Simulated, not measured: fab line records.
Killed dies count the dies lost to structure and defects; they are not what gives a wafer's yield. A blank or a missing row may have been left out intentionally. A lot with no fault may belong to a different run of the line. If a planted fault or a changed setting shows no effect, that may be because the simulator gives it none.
A struck lot beside a sound one / flow berkeley cmos170 / 27 steps out of a route of 331
Sound: wafers L304.1, L304.4, L304.6. Struck: wafer L308.5 (L308.2, L308.4, from the same lot, were not struck and are left out); the cause is given at the end.
Order at every step that has rows: each side's tool, ch and its chambers, its first start. Under that, the readings that differ: sound wafers / struck wafers / difference of the means / sigmas: that difference in standard deviations of wafers without a fault.
alike: words and numbers the same on both sides, and readings whose means are apart by under 2 such deviations; not compared: readings that were withheld, readings missing a value for some wafer, numbers with overlapping values and no deviation given by the record, and bounds like >300 which may hide the same value.
Wherever a step has rows on one side only, a row that says differs or no value, or a row with sigmas, the two part there. Numbers that don't overlap but have no deviation are shown without sigmas and don't part them. Lack of a reading on every wafer of one side parts them only where that side has two or more wafers.

first, 3 steps without rows for these wafers: UCB170_CONTACT_COAT_10 (resist thk 900 nm); UCB170_CONTACT_SOFTBAKE_11 (time 60 s); UCB170_CONTACT_EXPOSE_12 (exposes mask CONT, target cd 700 nm).
UCB170_CONTACT_PEB_13:
  sound on litho track-03 ch 0, day 10 11:29; struck on litho track-03 ch 0, day 11 03:40
  alike: exhaust pa, plate sensor t centre C, plate sensor t edge C
then, 1 step without rows for these wafers: UCB170_CONTACT_DEVELOP_14 (develop time 45 s).
UCB170_CONTACT_CD_MEAS_15 targets a cd of 700 nm.
  sound: cd sem-02 at day 10 11:46; struck: cd sem-02 at day 11 03:56
  alike: cd nm
UCB170_CONTACT_OVL_MEAS_16:
  sound: overlay-02 at day 10 11:53; struck: overlay-01 at day 11 04:03
  alike: CONTACT_OVL
then, 1 step without rows for these wafers: UCB170_CONTACT_ETCH_17 (etches BARC in N2/H2).
UCB170_CONTACT_ETCH_18: etches PSG in CHF3/CF4/Ar, stops on TiSi2, target depth 840 nm, time 195 s.
  sound on rie diel-02 ch 0,1,2; struck on rie diel-04 ch 3
  alike: drypump motor current A, oes product au, throttle valve pct
  not compared: rf hours counter h
UCB170_CONTACT_STRIP_19: strips in O2.
  sound on plasma asher-02 ch 0,1, day 10 12:05; struck on plasma asher-03 ch 0, day 11 04:15
  alike: drypump motor current A, oes product au
  not compared: rf hours counter h
UCB170_CONTACT_CD_MEAS_90 targets a cd of 700 nm.
  sound: cd sem-01 at day 10 12:11; struck: cd sem-01 at day 11 04:22
  alike: cd nm
then, 1 step without rows for these wafers: UCB170_CONTACT_CLEAN_20 (cleans in SPM, time 600 s).
UCB170_M1_SPUTTER_00: material Al, target thk 600 nm, time 80 s.
  sound: pvd sputter-03 at day 10 12:31; struck: pvd sputter-04 at day 11 04:40
reading=model.Al_of_M1_SPUTTER_00.thk nm (nm); sound=601.2 598 601.7; struck=703.2; difference=+102.9; sigmas=
  alike: throttle valve pct
UCB170_M1_RS_MEAS_01: a four-point-probe measurement.
  sound: film metro-01 at day 10 12:34; struck: film metro-01 at day 11 04:44
reading=M1_AL_RS (ohm/sq); sound=0.0484 0.0487 0.0483; struck=0.0413; difference=-0.0072; sigmas=-18
UCB170_M1_THK_MEAS_02: measures by xrf.
  sound: film metro-01 at day 10 12:41; struck: film metro-01 at day 11 04:51
reading=M1_AL_THK (nm); sound=602 600 605; struck=711; difference=+109; sigmas=+19
then, 6 steps without rows for these wafers: UCB170_M1_COAT_03; UCB170_M1_COAT_04 (resist thk 900 nm); UCB170_M1_SOFTBAKE_05 (time 60 s); UCB170_M1_EXPOSE_06 (exposes mask METAL1, target cd 700 nm); UCB170_M1_PEB_07; UCB170_M1_DEVELOP_08 (develop time 45 s).
UCB170_M1_CD_MEAS_09 targets a cd of 700 nm.
  sound: cd sem-01 at day 10 14:34; struck: cd sem-01 at day 11 07:44
reading=cd nm (nm); sound=697.6 700.0 700.3; struck=702.8; difference=+3.5; sigmas=+3
UCB170_M1_OVL_MEAS_10:
  sound: overlay-02 at day 10 14:41; struck: overlay-02 at day 11 07:51
  alike: M1_OVL
UCB170_M1_ETCH_11: etches BARC in N2/H2.
  sound on rie diel-02 ch 1,3, day 10 14:43; struck on rie diel-02 ch 1, day 11 07:53
  alike: bias w, drypump motor current A, oes product au, throttle valve pct
UCB170_M1_METAL_ETCH_12: etches Al in Cl2/BCl3, stops on PSG, target depth 780 nm, time 130 s.
  sound on rie metal-04 ch 0,1, day 10 14:46; struck on rie metal-01 ch 1, day 11 07:55
reading=oes product au (a.u.); sound=0.887 0.877 0.840; struck=0.955; difference=+0.087; sigmas=+6
  alike: bias w, drypump motor current A, mfc cl2 sccm, throttle valve pct
  not compared: rf hours counter h
UCB170_M1_STRIP_13: strips in O2.
  sound on plasma asher-02 ch 0,1, day 10 14:54; struck on plasma asher-02 ch 1, day 11 08:04
  alike: drypump motor current A, oes product au
  not compared: rf hours counter h
UCB170_M3_PROBE_99:
  sound: prober-01 at day 11 11:52; struck: prober-01 at day 12 01:57
reading=model.etest.m1 comb over steps.leak log10 a um; sound=-12.82 -12.73 -12.86; struck=-5.259; difference=+7.544; sigmas=
reading=model.etest.ring.quiet log10 a (angstrom); sound=-8.556 -8.582 -8.53; struck=-3.284; difference=+5.272; sigmas=
reading=model.etest.m1.rs ohm sq; sound=0.0481 0.04871 0.04827; struck=0.0417; difference=-0.0067; sigmas=
reading=model.etest.antenna m1.vt shift v (V); sound=-0.006853 -0.007862 -0.006704; struck=0.0008598; difference=+0.0079995; sigmas=

== WHERE THEY PART ==
First at UCB170_M1_RS_MEAS_01; last, within this record, at UCB170_M1_METAL_ETCH_12. Later steps at which nothing parts them and some readings are alike: UCB170_M1_STRIP_13.

WHY: what the simulator had put in
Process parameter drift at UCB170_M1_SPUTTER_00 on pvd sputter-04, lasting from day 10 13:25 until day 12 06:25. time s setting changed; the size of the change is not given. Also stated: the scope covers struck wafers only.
